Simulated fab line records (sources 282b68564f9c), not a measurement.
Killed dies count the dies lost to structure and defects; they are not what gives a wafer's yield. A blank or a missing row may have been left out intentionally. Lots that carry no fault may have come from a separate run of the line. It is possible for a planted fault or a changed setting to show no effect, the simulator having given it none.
Which tool was responsible? + flow rit-cmos + 14 lots with 42 wafers sampled at 2 steps, on a route of 202 steps

## WHAT THE GAUGES SHOWED, per wafer
RIT_CONTACT_CD_MEAS_08 targets a cd of 1000 nm.
| lot  | measured    | on        | cd-nm (nm)           |
|------|-------------|-----------|----------------------|
| L432 | day 3 06:35 | cd-sem-02 | 1000.1 999.9 998.9   |
| L435 | day 3 23:23 | cd-sem-01 | 1000.2 999.3 997.6   |
| L436 | day 4 02:23 | cd-sem-02 | 998.0 997.6 999.4    |
| L437 | day 4 11:52 | cd-sem-02 | 1001.6 1003.1 1003.7 |
| L438 | day 4 14:46 | cd-sem-01 | 994.2 996.0 997.7    |
| L440 | day 5 00:43 | cd-sem-02 | 1004.9 1002.6 1002.8 |
| L441 | day 5 06:52 | cd-sem-02 | 985.7 986.1 987.1    |
| L442 | day 5 11:38 | cd-sem-02 | 989.2 989.4 989.3    |
| L443 | day 5 14:04 | cd-sem-02 | 1002.4 1003.3 1001.5 |
| L447 | day 6 14:46 | cd-sem-02 | 998.8 999.2 998.5    |
| L449 | day 6 23:40 | cd-sem-02 | 997.0 998.9 999.0    |
| L451 | day 7 11:44 | cd-sem-02 | 1001.2 998.3 1000.1  |
| L454 | day 8 00:38 | cd-sem-02 | 1001.5 1000.1 1000.1 |
| L455 | day 8 04:20 | cd-sem-02 | 999.9 998.7 1000.5   |

## WHAT TOOL EACH LOT RAN ON (gives the tool, then ch and the chambers of the sampled wafers, and finally the start)
| lot  | RIT_CONTACT_DEVELOP_07           |
|------|----------------------------------|
| L432 | litho-track-03 ch 0, day 3 06:00 |
| L435 | litho-track-04 ch 0, day 3 23:00 |
| L436 | litho-track-03 ch 0, day 4 02:00 |
| L437 | litho-track-02 ch 0, day 4 11:00 |
| L438 | litho-track-04 ch 0, day 4 14:00 |
| L440 | litho-track-03 ch 0, day 5 00:00 |
| L441 | litho-track-04 ch 0, day 5 06:00 |
| L442 | litho-track-04 ch 0, day 5 11:00 |
| L443 | litho-track-03 ch 0, day 5 13:00 |
| L447 | litho-track-03 ch 0, day 6 14:00 |
| L449 | litho-track-03 ch 0, day 6 23:00 |
| L451 | litho-track-02 ch 0, day 7 11:00 |
| L454 | litho-track-04 ch 0, day 8 00:00 |
| L455 | litho-track-04 ch 0, day 8 04:00 |
- RIT_CONTACT_DEVELOP_07: develop time 120 s.

## AS READ BY THE TOOLS THEMSELVES (means over the sampled wafers that have a number; for cases with no such wafer, the mark the record gives instead)
RIT_CONTACT_DEVELOP_07.
| lot  | tool           | developer-temp-C (C) |
|------|----------------|----------------------|
| L432 | litho-track-03 | 23.05                |
| L435 | litho-track-04 | 22.89                |
| L436 | litho-track-03 | 23.02                |
| L437 | litho-track-02 | 23.00                |
| L438 | litho-track-04 | 22.92                |
| L440 | litho-track-03 | 23.01                |
| L441 | litho-track-04 | 25.41                |
| L442 | litho-track-04 | 25.23                |
| L443 | litho-track-03 | 22.91                |
| L447 | litho-track-03 | 22.89                |
| L449 | litho-track-03 | 22.95                |
| L451 | litho-track-02 | 23.05                |
| L454 | litho-track-04 | 23.01                |
| L455 | litho-track-04 | 22.98                |

## THE ANSWER, worked out from the rows above alone
Rule: the lots themselves supply what counts as usual. Put in order of their means at a reading, lots are off if they are a third of the lots or fewer, leave a main group of 4 or more, and stand apart from it by a gap of 3 or more times the standard deviation of the main group's means; of several such gaps the widest counts. A main group is skipped when, at the precision printed for the reading in the tables above, its means are all equal. Also off: a lot with no number at a reading for which 4 or more lots have one. Any other lot the step has rows for is counted as sound. The gauges are gone through in route order, then the tools' own readings, and for those a lot's mean is taken as printed above. At the first step where some lot is off, the reading lying furthest off is the one used; lots without a number count as furthest.
Off, at RIT_CONTACT_CD_MEAS_08 on cd-nm: L441, L442. Mean 999.9 nm and standard deviation 2 in the main group.
A tool fits if, at a process step before that reading, it ran every lot that is off, and no sound lot after the first of them. The gauges at RIT_CONTACT_CD_MEAS_08 aren't tried: what is off there is off at RIT_CONTACT_DEVELOP_07 too, on other tools, and a gauge's error can't cause that. Not one of the candidates tried fits.

## WHAT THE SIMULATOR PUT IN
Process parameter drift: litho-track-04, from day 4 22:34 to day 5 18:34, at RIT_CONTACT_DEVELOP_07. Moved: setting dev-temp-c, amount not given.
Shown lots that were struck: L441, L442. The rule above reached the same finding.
